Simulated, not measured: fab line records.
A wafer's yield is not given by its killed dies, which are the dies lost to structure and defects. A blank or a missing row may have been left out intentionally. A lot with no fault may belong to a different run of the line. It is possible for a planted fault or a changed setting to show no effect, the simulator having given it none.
fab line records	flow ritCmos
[record] lots = 6	wafers = 18	lastDay = 7
route steps=202 shown CONTACT@176 M1@184
lots untouched by any fault: they come from a run of this same line in which no faults occurred
startH: hours from the record's first day to the start of the lot's first wafer shown	waitH: hours from the lot's prior step to this one	" identical to the entry in the row above	L1.1+2: a row that stands for several wafers	- value missing, or start not given	* or withheld: withheld	< > ~ a bound
route shown NAME@n: names a module that has steps shown in the file, with the first one's number in the route	usual: mean/standard deviation taken from wafers without a fault	same: alike in all rows	chamber/n: place in a boat	sites: the reading at each site	_std_site: their standard deviation	_edge_site: outer sites' mean less inner sites'	radiusMm: how far each site lies from the wafer's centre	mask NAME#n: copy n	behind: the last tool/chamber to shape the wafer	hold: reason for holding the lot/hours on hold/outcome of the hold	device: which transistor (n, p or np) failed to switch	end of line: tests of these same wafers at the route's end	for a step that has no rows: nothing shown but its recipe	killed: at the first sort, the dies lost to defects and structure; wafer yield is something else	map: per-die view of a wafer (x killed, . not killed, _ where there is no die)
set.NAME: the run value of the setting; set.NAME@STEP: its run value at that earlier step	model.NAME: the simulator's own value behind a step, which no gauge read
certain route steps with their lots: each step a table, each wafer a row
services: when a tool's chamber went out of use (startH, in hours from the record's first day, below 0 if earlier), for how many hours, and the reason
[[steps]]
[step RIT_CONTACT_CD_MEAS_08]
[recipe] targetCdNm = 1000
[usual] cdNm = 998.9/2.1
lot.wafer	tool	chamber	startH	waitH	cdNm
L544.1	cdSem-01	-	67.23	-	1000.5
L544.2	"	-	"	"	1000.5
L544.4	"	-	"	"	1000.8
L549.1	cdSem-01	-	96.00	-	999.7
L549.2	"	-	"	"	999.8
L549.4	"	-	"	"	999.9
L551.1	cdSem-01	-	103.52	-	996.3
L551.3	"	-	"	"	996.3
L551.4	"	-	"	"	998.4
L557.3	cdSem-02	-	133.05	-	999.7
L557.4	"	-	"	"	1000.6
L557.6	"	-	"	"	1001.6
L562.1	cdSem-02	-	153.36	-	1000.9
L562.3	"	-	"	"	1000.8
L562.6	"	-	"	"	999.4
L565.1	cdSem-02	-	171.86	-	994.3
L565.3	"	-	"	"	994.4
L565.4	"	-	"	"	995.2
[step RIT_CONTACT_OVL_MEAS_09]
[usual] CONTACT_OVL = 0.6/1.2
lot.wafer	tool	chamber	startH	waitH	CONTACT_OVL[nm]
L544.1	overlay-01	-	67.35	0.1	-0.3
L544.2	"	-	"	"	0.2
L544.4	"	-	"	"	1.8
L549.1	overlay-01	-	96.12	0.1	2.2
L549.2	"	-	"	"	2.4
L549.4	"	-	"	"	1.8
L551.1	overlay-02	-	103.64	0.1	0.8
L551.3	"	-	"	"	-0.5
L551.4	"	-	"	"	0.2
L557.3	overlay-01	-	133.14	0.1	1.4
L557.4	"	-	"	"	0.7
L557.6	"	-	"	"	0.4
L562.1	overlay-01	-	153.48	0.1	2.0
L562.3	"	-	"	"	0.8
L562.6	"	-	"	"	2.0
L565.1	overlay-02	-	171.98	0.1	0.7
L565.3	"	-	"	"	2.8
L565.4	"	-	"	"	0.5
[step RIT_CONTACT_HARDBAKE_10]
[recipe] resist = NOVOLAK	tempC = 140	timeS = 60
[step RIT_CONTACT_ETCH_11]
[recipe] targetDepthA = 4800	overEtchFrac = 0.2	stopOn = TiSi2	chemistry = CHF3/CF4/Ar	target = SiO2	CHF3_flow_sccm = 50	cf4FlowSccm = 10	Ar_flow_sccm = 100	O2_flow_sccm = 5	pressureMtorr = 100	rfW = 200	timeS = 320
[usual] drypumpMotorCurrentA = 5.6/0.58	oesProductAu = 0.992/0.015	throttleValvePct = 8.82/0.13
lot.wafer	tool	chamber	startH	waitH	drypumpMotorCurrentA	oesProductAu	rfHoursCounterH	throttleValvePct
L544.1	rieDiel-02	2	67.53	0.1	5.0	0.991	97	8.73
L544.2	"	1	"	"	5.8	0.973	53	8.93
L544.4	"	2	"	"	5.0	0.992	-	8.74
L549.1	rieDiel-03	0	96.31	0.1	5.2	0.992	23	8.78
L549.2	"	1	"	"	5.3	0.984	9	8.75
L549.4	"	3	"	"	4.9	1.010	54	8.59
L551.1	rieDiel-02	0	103.83	0.1	5.2	1.016	53	8.78
L551.3	"	3	"	"	6.0	1.019	95	8.98
L551.4	"	1	"	"	5.7	0.976	53	8.95
L557.3	rieDiel-03	1	133.31	0.1	5.3	0.983	10	8.75
L557.4	"	2	"	"	6.6	0.972	7	9.03
L557.6	"	3	"	"	4.9	1.012	-	8.60
L562.1	rieDiel-02	2	153.66	0.1	5.0	0.989	99	8.73
L562.3	"	3	"	"	5.9	1.025	96	8.99
L562.6	"	1	"	"	5.8	0.975	-	8.91
L565.1	rieDiel-02	0	172.17	0.1	5.2	1.012	54	8.78
L565.3	"	3	"	"	6.0	1.017	96	8.98
L565.4	"	0	"	"	5.3	1.023	-	8.77
[step RIT_CONTACT_STRIP_12]
[recipe] chemistry = O2	timeS = 180	resist = NOVOLAK	platenTempC = withheld	powerW = 500	pressureMtorr = 4000	o2FlowSccm = 4000
[usual] drypumpMotorCurrentA = 5.4/0.48
lot.wafer	tool	chamber	startH	waitH	drypumpMotorCurrentA	rfHoursCounterH
L544.1	plasmaAsher-04	1	67.73	0.1	5.2	49
L544.2	"	0	"	"	4.8	49
L544.4	"	1	"	"	5.2	-
L549.1	plasmaAsher-04	0	96.50	0.1	4.8	52
L549.2	"	1	"	"	5.2	52
L549.4	"	0	"	"	4.8	-
L551.1	plasmaAsher-03	1	104.02	0.1	5.4	51
L551.3	"	0	"	"	5.8	-
L551.4	"	1	"	"	5.4	-
L557.3	plasmaAsher-03	1	133.57	0.2	5.5	-
L557.4	"	0	"	"	5.8	-
L557.6	"	1	"	"	5.5	-
L562.1	plasmaAsher-04	1	153.86	0.1	5.2	59
L562.3	"	1	"	"	5.2	-
L562.6	"	1	"	"	5.2	-
L565.1	plasmaAsher-03	0	172.36	0.1	5.8	56
L565.3	"	0	"	"	5.8	-
L565.4	"	1	"	"	5.4	-
[step RIT_CONTACT_CD_MEAS_90]
[recipe] targetCdNm = 1000
[usual] cdNm = 999.0/2.1
lot.wafer	tool	chamber	startH	waitH	cdNm
L544.1	cdSem-01	-	67.90	0.1	1001.4
L544.2	"	-	"	"	1000.4
L544.4	"	-	"	"	1001.5
L549.1	cdSem-02	-	96.68	0.1	1000.3
L549.2	"	-	"	"	1000.4
L549.4	"	-	"	"	999.8
L551.1	cdSem-01	-	104.20	0.1	995.8
L551.3	"	-	"	"	996.8
L551.4	"	-	"	"	997.9
L557.3	cdSem-01	-	133.72	0.1	999.9
L557.4	"	-	"	"	1000.9
L557.6	"	-	"	"	1001.4
L562.1	cdSem-01	-	154.03	0.1	1001.1
L562.3	"	-	"	"	1001.3
L562.6	"	-	"	"	999.5
L565.1	cdSem-01	-	172.54	0.1	993.5
L565.3	"	-	"	"	995.0
L565.4	"	-	"	"	994.8
[step RIT_CONTACT_CLEAN_13]
[recipe] chemistry = SC1	mix = 3:3:50	timeS = 600	tempC = 75
[step RIT_CONTACT_CLEAN_14]
[recipe] chemistry = SC2	mix = 3:3:50	timeS = 600	tempC = 75	dry = n2Spin
[step RIT_M1_SPUTTER_00]
[recipe] material = Al	targetThkNm = 400	powerW = 2000	chamberPressurePa = 0.4	gas = Ar	timeS = 500	substrateTempC = 25
[usual] substrateTempC = 25.01/0.11	throttleValvePct = 30.3/0.81
lot.wafer	tool	chamber	startH	waitH	substrateTempC	throttleValvePct
L544.1	pvdSputter-04	-	68.37	0.0	24.87	31.6
L544.2	"	-	"	"	24.94	30.6
L544.4	"	-	"	"	25.07	29.9
L549.1	pvdSputter-02	-	97.15	0.0	25.10	30.4
L549.2	"	-	"	"	25.15	29.9
L549.4	"	-	"	"	25.10	29.7
L551.1	pvdSputter-02	-	104.67	0.0	25.01	29.4
L551.3	"	-	"	"	25.09	31.8
L551.4	"	-	"	"	25.01	30.0
L557.3	pvdSputter-02	-	134.17	0.0	24.93	31.7
L557.4	"	-	"	"	25.27	29.4
L557.6	"	-	"	"	24.95	29.6
L562.1	pvdSputter-04	-	154.50	0.0	25.14	30.7
L562.3	"	-	"	"	25.03	30.2
L562.6	"	-	"	"	25.03	31.3
L565.1	pvdSputter-02	-	173.02	0.0	24.82	31.9
L565.3	"	-	"	"	24.99	29.4
L565.4	"	-	"	"	24.96	30.2
[step RIT_M1_RS_MEAS_01]
[recipe] thkMeasGauge = four-point-probe	reads = Al_of_M1_SPUTTER_00
[usual] M1_AL_RS = 0.0733/0.00079
lot.wafer	tool	chamber	startH	waitH	M1_AL_RS[ohm/sq]
L544.1	filmMetro-02	-	68.67	0.1	0.0737
L544.2	"	-	"	"	0.0742
L544.4	"	-	"	"	0.0739
L549.1	filmMetro-03	-	97.44	0.1	0.0727
L549.2	"	-	"	"	0.0738
L549.4	"	-	"	"	0.0735
L551.1	filmMetro-02	-	104.96	0.1	0.0729
L551.3	"	-	"	"	0.0724
L551.4	"	-	"	"	0.0734
L557.3	filmMetro-03	-	134.50	0.2	0.0736
L557.4	"	-	"	"	0.0728
L557.6	"	-	"	"	0.0734
L562.1	filmMetro-03	-	154.80	0.1	0.0727
L562.3	"	-	"	"	0.0730
L562.6	"	-	"	"	0.0731
L565.1	filmMetro-03	-	173.32	0.1	0.0733
L565.3	"	-	"	"	0.0737
L565.4	"	-	"	"	0.0741
[step RIT_M1_THK_MEAS_02]
[recipe] thkMeasGauge = xrf	reads = Al_of_M1_SPUTTER_00
[usual] M1_AL_THK = 402/4.5
lot.wafer	tool	chamber	startH	waitH	M1_AL_THK[nm]
L544.1	filmMetro-02	-	68.79	0.1	399
L544.2	"	-	"	"	400
L544.4	"	-	"	"	399
L549.1	filmMetro-03	-	97.56	0.1	406
L549.2	"	-	"	"	400
L549.4	"	-	"	"	399
L551.1	filmMetro-02	-	105.08	0.1	403
L551.3	"	-	"	"	407
L551.4	"	-	"	"	400
L557.3	filmMetro-03	-	134.60	0.1	403
L557.4	"	-	"	"	406
L557.6	"	-	"	"	404
L562.1	filmMetro-03	-	154.92	0.1	404
L562.3	"	-	"	"	402
L562.6	"	-	"	"	403
L565.1	filmMetro-03	-	173.44	0.1	404
L565.3	"	-	"	"	402
L565.4	"	-	"	"	399
[step RIT_M1_HMDS_03]
[recipe] primeTimeS = 60	primeTempC = 140
[step RIT_M1_COAT_04]
[recipe] resist = NOVOLAK	spinRpm = 2000	resistThkNm = 1300
[usual] chillPlateTempC = 23.02/0.099
lot.wafer	tool	chamber	startH	waitH	chillPlateTempC	model.NOVOLAK_of_M1_COAT_04.thkNm
L544.1	lithoTrack-04	0	69.00	0.1	22.92	1307
L544.2	"	0	"	"	23.05	1304
L544.4	"	0	"	"	23.00	1303
L549.1	lithoTrack-01	0	97.77	0.1	22.94	1306
L549.2	"	0	"	"	22.93	1308
L549.4	"	0	"	"	22.89	1306
L551.1	lithoTrack-04	0	105.29	0.1	23.00	1303
L551.3	"	0	"	"	23.10	1303
L551.4	"	0	"	"	23.07	1303
L557.3	lithoTrack-04	0	134.84	0.1	22.99	1221
L557.4	"	0	"	"	22.90	1222
L557.6	"	0	"	"	23.14	1228
L562.1	lithoTrack-04	0	155.13	0.1	23.15	1225
L562.3	"	0	"	"	23.10	1223
L562.6	"	0	"	"	23.07	1223
L565.1	lithoTrack-02	0	173.65	0.1	23.04	1302
L565.3	"	0	"	"	23.06	1304
L565.4	"	0	"	"	23.08	1302
[step RIT_M1_SOFTBAKE_05]
[recipe] resist = NOVOLAK	tempC = 90	timeS = 60
[step RIT_M1_EXPOSE_06]
[recipe] maskId = M12	na = 0.6	sourceShape = conventional	sigmaOuter = 0.5	targetCdNm = 2600	doseMj = 250
[step RIT_M1_PEB_07]
[recipe] resist = NOVOLAK	tempC = withheld	timeS = withheld
[step RIT_M1_DEVELOP_08]
[recipe] resist = NOVOLAK	developTimeS = 68	devTempC = 23
[step RIT_M1_CD_MEAS_09]
[recipe] targetCdNm = 2600
[usual] cdNm = 2601.6/2.4
lot.wafer	tool	chamber	startH	waitH	cdNm
L544.1	cdSem-01	-	69.76	-	2600.9
L544.2	"	-	"	"	2599.4
L544.4	"	-	"	"	2600.6
L549.1	cdSem-01	-	98.63	-	2598.3
L549.2	"	-	"	"	2599.2
L549.4	"	-	"	"	2601.6
L551.1	cdSem-01	-	106.14	-	2600.8
L551.3	"	-	"	"	2603.7
L551.4	"	-	"	"	2601.9
L557.3	cdSem-02	-	135.56	-	2594.7
L557.4	"	-	"	"	2594.2
L557.6	"	-	"	"	2597.0
L562.1	cdSem-02	-	155.98	-	2591.9
L562.3	"	-	"	"	2592.7
L562.6	"	-	"	"	2590.0
L565.1	cdSem-02	-	174.38	-	2602.2
L565.3	"	-	"	"	2600.0
L565.4	"	-	"	"	2602.1
[step RIT_M1_OVL_MEAS_10]
[usual] M1_OVL = -0.5/1.5
lot.wafer	tool	chamber	startH	waitH	M1_OVL[nm]
L544.1	overlay-01	-	69.88	0.1	-0.8
L544.2	"	-	"	"	-2.9
L544.4	"	-	"	"	-2.6
L549.1	overlay-02	-	98.75	0.1	-1.1
L549.2	"	-	"	"	0.3
L549.4	"	-	"	"	-1.8
L551.1	overlay-01	-	106.26	0.1	0.3
L551.3	"	-	"	"	1.2
L551.4	"	-	"	"	2.1
L557.3	overlay-01	-	135.66	0.1	-0.3
L557.4	"	-	"	"	-1.2
L557.6	"	-	"	"	2.2
L562.1	overlay-02	-	156.10	0.1	-1.1
L562.3	"	-	"	"	0.5
L562.6	"	-	"	"	-0.3
L565.1	overlay-02	-	174.50	0.1	-1.8
L565.3	"	-	"	"	-1.3
L565.4	"	-	"	"	-2.1
[step RIT_M1_HARDBAKE_11]
[recipe] resist = NOVOLAK	tempC = 140	timeS = 120
[step RIT_M1_METAL_ETCH_12]
[recipe] stopOn = SiO2	chemistry = Cl2/BCl3	target = Al	timeS = 165	overEtchFrac = 0.5	pressureMtorr = 100	targetDepthA = 6000	rfW = 250	Cl2_flow_sccm = 60	bcl3FlowSccm = 50
[usual] drypumpMotorCurrentA = 5.72/0.19	oesProductAu = 0.777/0.01	throttleValvePct = 8.28/0.11
lot.wafer	tool	chamber	startH	waitH	drypumpMotorCurrentA	oesProductAu	rfHoursCounterH	throttleValvePct	model.NOVOLAK_of_M1_COAT_04.thkNm
L544.1	rieMetal-03	0	70.17	0.2	5.99	0.768	4	8.46	815.4
L544.2	"	1	"	"	5.75	0.786	4	8.30	801.8
L544.4	"	0	"	"	6.01	0.764	-	8.45	812.8
L549.1	rieMetal-01	1	99.03	0.2	5.72	0.788	1	8.15	806.1
L549.2	"	0	"	"	5.84	0.772	1	8.15	803.7
L549.4	"	1	"	"	5.70	0.777	-	8.14	807.9
L551.1	rieMetal-02	1	106.55	0.2	5.47	0.776	38	8.30	820.4
L551.3	"	1	"	"	5.46	0.787	-	8.31	821.2
L551.4	"	0	"	"	5.54	0.783	-	8.37	813
L557.3	rieMetal-01	0	136.23	0.2	5.83	0.762	-	8.17	736.1
L557.4	"	1	"	"	5.70	0.783	-	8.15	738.3
L557.6	"	0	"	"	5.84	0.773	-	8.16	741.7
L562.1	rieMetal-02	0	156.39	0.2	5.50	0.755	0	8.38	743.8
L562.3	"	1	"	"	5.45	0.777	-	8.30	747.9
L562.6	"	0	"	"	5.54	0.762	-	8.36	742
L565.1	rieMetal-02	1	174.96	0.2	5.44	0.775	0	8.30	821.1
L565.3	"	1	"	"	5.48	0.770	-	8.29	822.7
L565.4	"	0	"	"	5.46	0.752	-	8.37	816.3
[step RIT_M1_STRIP_13]
[recipe] chemistry = nmp	resist = NOVOLAK	tempC = 80	timeS = 600	dry = n2Spin
[step RIT_M1_PROBE_99]
[usual] defectLimitedYield = 97.5/1.1	killedAtContacts = 0.0/0.22	killedAtFrontEnd = 6.6/3	killedDies = 6.6/3	killedOpen = 3.4/2	killedShort = 3.2/2	sort_bin_3_pad_short = 0.1/0.2	sort_bin_5_function = 1.4/0.83	sort_bin_6_memory = 1.0/0.63	sortNPass = 257.4/3	sortYieldPct = 97.5/1.1
[same] grossDies = 264	killed_at_M0_to_M3 = 0	killed_at_M4_up = 0	killedAtBackSide = 0	killedAtOther = 0
lot.wafer	tool	chamber	startH	waitH	defectLimitedYield[%]	killedAtContacts	killedAtFrontEnd	killedDies	killedOpen	killedShort	sort_bin_3_pad_short[%]	sort_bin_5_function[%]	sort_bin_6_memory[%]	sortNPass	sortYieldPct[%]
L544.1	prober-01	-	72.42	0.1	93.2	0	18	18	8	10	0	4.2	2.7	246.0	93.2
L544.2	prober-01	-	72.47	0.1	96.2	0	10	10	6	4	0	2.3	1.5	254.0	96.2
L544.4	prober-01	-	72.57	0.2	96.6	0	9	9	3	6	0	2.7	0.8	255.0	96.6
L549.1	prober-02	-	101.30	0.1	97.3	0	7	7	6	1	0	1.9	0.8	257.0	97.3
L549.2	prober-02	-	101.35	0.1	97.0	0	8	8	3	5	0	2.3	0.8	256.0	97.0
L549.4	prober-02	-	101.45	0.2	99.6	0	1	1	1	0	0	0	0.4	263.0	99.6
L551.1	prober-02	-	108.82	0.1	97.7	0	6	6	2	4	0	0.8	1.5	258.0	97.7
L551.3	prober-02	-	108.92	0.2	97.0	0	8	8	2	6	0	1.1	1.9	256.0	97.0
L551.4	prober-02	-	108.97	0.2	99.2	0	2	2	1	1	0	0.4	0.4	262.0	99.2
L557.3	prober-01	-	138.54	0.2	95.5	0	12	12	8	4	0	3.8	0.8	252.0	95.5
L557.4	prober-01	-	138.59	0.2	99.2	0	2	2	0	2	0	0.8	0	262.0	99.2
L557.6	prober-01	-	138.69	0.2	97.3	0	7	7	5	2	0	1.5	1.1	257.0	97.3
L562.1	prober-02	-	158.64	0.1	96.2	0	10	10	6	4	0	2.7	1.1	254.0	96.2
L562.3	prober-02	-	158.74	0.2	97.7	0	6	6	3	3	0	1.9	0.4	258.0	97.7
L562.6	prober-02	-	158.89	0.2	97.0	0	8	8	5	3	0	0.4	2.7	256.0	97.0
L565.1	prober-01	-	177.28	0.1	97.3	0	7	7	1	6	0.4	1.5	0.8	257.0	97.3
L565.3	prober-01	-	177.38	0.2	95.8	1	10	11	5	6	0.4	2.7	1.1	253.0	95.8
L565.4	prober-01	-	177.43	0.2	97.7	0	6	6	3	3	0.4	1.5	0.4	258.0	97.7
// killed by level:class
L544.1 GATE:geometricParticle:short=6 GATE:geometricParticle:open=3 SPACER:geometricParticle:short=3 SPACER:geometricParticle:open=2 FOX2:geometricParticle:open=1 REOX:geometricParticle:open=1 REOX:geometricParticle:short=1 SILICIDE:geometricParticle:open=1
L544.2 FOX2:geometricParticle:open=3 GATE:geometricParticle:short=2 REOX:geometricParticle:open=2 FOX1:geometricParticle:short=1 REOX:geometricParticle:short=1 SPACER:geometricParticle:open=1
L544.4 GATE:geometricParticle:short=3 FOX1:geometricParticle:open=1 GATE:geometricParticle:open=1 REOX:geometricParticle:open=1 REOX:geometricParticle:short=1 SPACER:geometricParticle:short=1 SILICIDE:geometricParticle:short=1
L549.1 GATE:geometricParticle:open=2 SPACER:geometricParticle:open=2 FOX1:geometricParticle:open=1 FOX2:geometricParticle:open=1 GATE:geometricParticle:short=1
L549.2 GATE:geometricParticle:short=2 FOX1:geometricParticle:open=1 FOX1:geometricParticle:short=1 FOX2:geometricParticle:short=1 GATE:geometricParticle:open=1 REOX:geometricParticle:short=1 SPACER:geometricParticle:open=1
L549.4 SILICIDE:geometricParticle:open=1
L551.1 FOX2:geometricParticle:short=1 FOX2:geometricParticle:open=1 GATE:geometricParticle:short=1 GATE:geometricParticle:open=1 REOX:geometricParticle:short=1 SPACER:geometricParticle:short=1
L551.3 FOX1:geometricParticle:short=2 SPACER:geometricParticle:short=2 FOX1:geometricParticle:open=1 FOX2:geometricParticle:open=1 GATE:geometricParticle:short=1 REOX:geometricParticle:short=1
L551.4 SPACER:geometricParticle:short=1 SILICIDE:geometricParticle:open=1
L557.3 FOX1:geometricParticle:open=4 GATE:geometricParticle:open=3 FOX1:geometricParticle:short=2 GATE:geometricParticle:short=2 SILICIDE:geometricParticle:open=1
L557.4 REOX:geometricParticle:short=2
L557.6 GATE:geometricParticle:open=2 REOX:geometricParticle:open=2 REOX:geometricParticle:short=1 SILICIDE:geometricParticle:short=1 SILICIDE:geometricParticle:open=1
L562.1 GATE:geometricParticle:open=2 SILICIDE:geometricParticle:open=2 FOX1:geometricParticle:short=1 FOX2:geometricParticle:short=1 GATE:geometricParticle:short=1 REOX:geometricParticle:open=1 SPACER:geometricParticle:open=1 SILICIDE:geometricParticle:short=1
L562.3 FOX1:geometricParticle:short=2 FOX2:geometricParticle:short=1 GATE:geometricParticle:open=1 REOX:geometricParticle:open=1 SILICIDE:geometricParticle:open=1
L562.6 GATE:geometricParticle:open=2 FOX1:geometricParticle:open=1 FOX2:geometricParticle:short=1 GATE:geometricParticle:short=1 SPACER:geometricParticle:open=1 SILICIDE:geometricParticle:open=1 SILICIDE:geometricParticle:short=1
L565.1 FOX2:geometricParticle:short=3 FOX1:geometricParticle:short=1 FOX2:geometricParticle:open=1 GATE:geometricParticle:short=1 REOX:geometricParticle:short=1
L565.3 FOX1:geometricParticle:short=3 GATE:geometricParticle:open=2 SILICIDE:geometricParticle:open=2 FOX1:geometricParticle:open=1 SILICIDE:geometricParticle:short=1 GATE:geometricParticle:short=1 CONTACT:geometricParticle:short=1
L565.4 GATE:geometricParticle:open=2 FOX2:geometricParticle:short=1 GATE:geometricParticle:short=1 REOX:geometricParticle:short=1 REOX:geometricParticle:open=1
[[services]]
tool	chamber	startH	hours	kind
rieDiel-02	3	60.54	7.6	repair
pvdSputter-04	-	72.00	0.6	repair
rieMetal-03	1	72.47	10.2	repair
rieMetal-03	1	89.08	3.9	repair
rieMetal-01	-	116.21	2.8	pm
rieMetal-01	0	119.54	12.1	repair
rieMetal-02	-	136.12	20.0	pm
rieMetal-02	0	136.12	20.0	ventCycle
rieMetal-02	1	136.12	20.0	ventCycle
plasmaAsher-03	-	141.43	21.2	repair
pvdSputter-04	-	142.90	2.7	repair
rieMetal-02	0	156.12	-	clean
rieMetal-02	1	156.12	-	clean
rieDiel-02	2	169.35	7.1	repair
rieMetal-03	-	170.04	1.4	pm
[[key]]
[firstSign] step = RIT_M1_CD_MEAS_09	reading = cdNm	direction = down	sigmas = 3.4	usual = 2601.6	struck = 2593.4
effect none on later readings
[modelEffect] step = RIT_M1_COAT_04	value = NOVOLAK_of_M1_COAT_04.thkNm	without = 1304	struck = 1224
[modelEffect] step = RIT_M1_METAL_ETCH_12	value = NOVOLAK_of_M1_COAT_04.thkNm	without = 810.4	struck = 741.6
metAt RIT_M1_COAT_04
struckWafers L557.3,L557.4,L557.6,L562.1,L562.3,L562.6
onsetBetween 105.29 134.84
[fault] kind = processParameterDrift	tool = lithoTrack-04	chamber = -	onsetH = 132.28	steps = RIT_M1_COAT_04	channel = resistThkNm	offset = -79.652	shape = step	endH = 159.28	actsIn = theseRecipesOnly	stated = 1300
